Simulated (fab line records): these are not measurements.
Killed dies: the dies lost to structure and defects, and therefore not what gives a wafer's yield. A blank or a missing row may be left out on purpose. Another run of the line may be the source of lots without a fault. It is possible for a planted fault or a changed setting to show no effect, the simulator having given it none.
Code-filled problem report in 8D (eight disciplines) form / flow berkeley cmos170 / the parts of the form that need people (team, actions taken, sign-off) are left out

== 1. THE ISSUE ==
PVT_TW at UCB170_PVT_TW_MEAS_09 reads a mean of 574.6 on 6 wafers of 2 lots; wafers without a fault read 506.7 with a standard deviation of 3. That is +23 standard deviations from the usual mean.
The first sign was on wafer L924.2 at day 7 17:53, on film metro-01. The record holds 42 wafers of 14 lots with a number at this step. Rule for "out", or "out of limits": more than 4 standard deviations from the usual mean. The rest of the wafers with a number are treated as sound.

== 2. WHAT THIS IS AND IS NOT ==
question=which readings at this step | is=PVT_TW | is not=-
question=which lots | is=L924, L926 | is not=L914, L915, L916, L917, L919, L920, L925, L927, L930, L932, L933, L937
question=which wafers of those lots | is=all that have a number | is not=-
question=read on which gauges | is=film metro-01, film metro-04 | is not=film metro-02
question=when | is=from day 7 17:53 | is not=up to then (18 sound wafers); but 18 sound wafers of L925, L927, L930, L932, L933, L937 came after

== 3. THE SUSPECTS, EACH WITH WHAT RULES IT OUT ==
Counting: any tool at a process step up to the reading is kept as a suspect provided that every lot that is out went through it and no sound lot did after the first of them.
- the gauge at UCB170_PVT_TW_MEAS_09 has been ruled out. 2 gauges (film metro-01, film metro-04) read the wafers that are out.
- implanter-01 at UCB170_PVT_IMPLANT_07: kept. Every lot that is out went through it, starting with L924 (day 7 17:40), and after that it ran no sound lot; the last sound lot it ran before then is L919 (day 7 04:00). Its own dose ions cm2, faraday current uA readings are out on those wafers.
Left after counting: implanter-01 at UCB170_PVT_IMPLANT_07.

== 4. THE CAUSE (what the simulator had put in) ==
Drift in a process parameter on implanter-01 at UCB170_PVT_IMPLANT_07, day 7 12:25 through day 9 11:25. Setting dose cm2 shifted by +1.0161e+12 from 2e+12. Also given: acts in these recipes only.
Counting left only this tool.

== 5. THE CHAIN OF EFFECTS, in route order ==
One row per reading whose mean, taken over the struck wafers that have a number, lies over 3 standard deviations from the usual. Scope: only readings with a usual standard deviation given in the record; hours: median across lots of the time from each lot's start at the first step in this table that gives one to its start at this step; sigmas: change in usual standard deviations.
hours=0; step=UCB170_PVT_IMPLANT_07; reading=dose ions cm2; usual=1.9998e+12; on struck wafers=3.0188e+12; change=+1.0190e+12; sigmas=+99 or more
hours=0; step=UCB170_PVT_IMPLANT_07; reading=faraday current uA; usual=6.34; on struck wafers=9.68; change=+3.34; sigmas=+26
hours=0; step=UCB170_PVT_TW_MEAS_09; reading=PVT_TW; usual=506.7; on struck wafers=574.6; change=+67.9; sigmas=+23
Process steps it contains:
- UCB170_PVT_IMPLANT_07
Later measuring or inspecting steps at which every struck wafer that the step has a row for has a number for every such reading, and none has moved that far: UCB170_M3_CD_MEAS_15.

== 6. HOW IT WOULD HAVE BEEN CAUGHT EARLIER ==
Counted from the fault's start at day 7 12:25, it took 5 hours until the first out-of-limits reading at a measuring or inspecting step in this record, taken at day 7 17:53.
At UCB170_PVT_IMPLANT_07, the tool's own readings (dose ions cm2, faraday current uA) were out on each struck wafer the step has a row for, so an alarm limit on them would have fired on the first such wafer.
Of the lots that are out (2), L926 began UCB170_PVT_IMPLANT_07 on implanter-01 after day 7 17:53. A tool hold placed at that time would have kept it from harm.
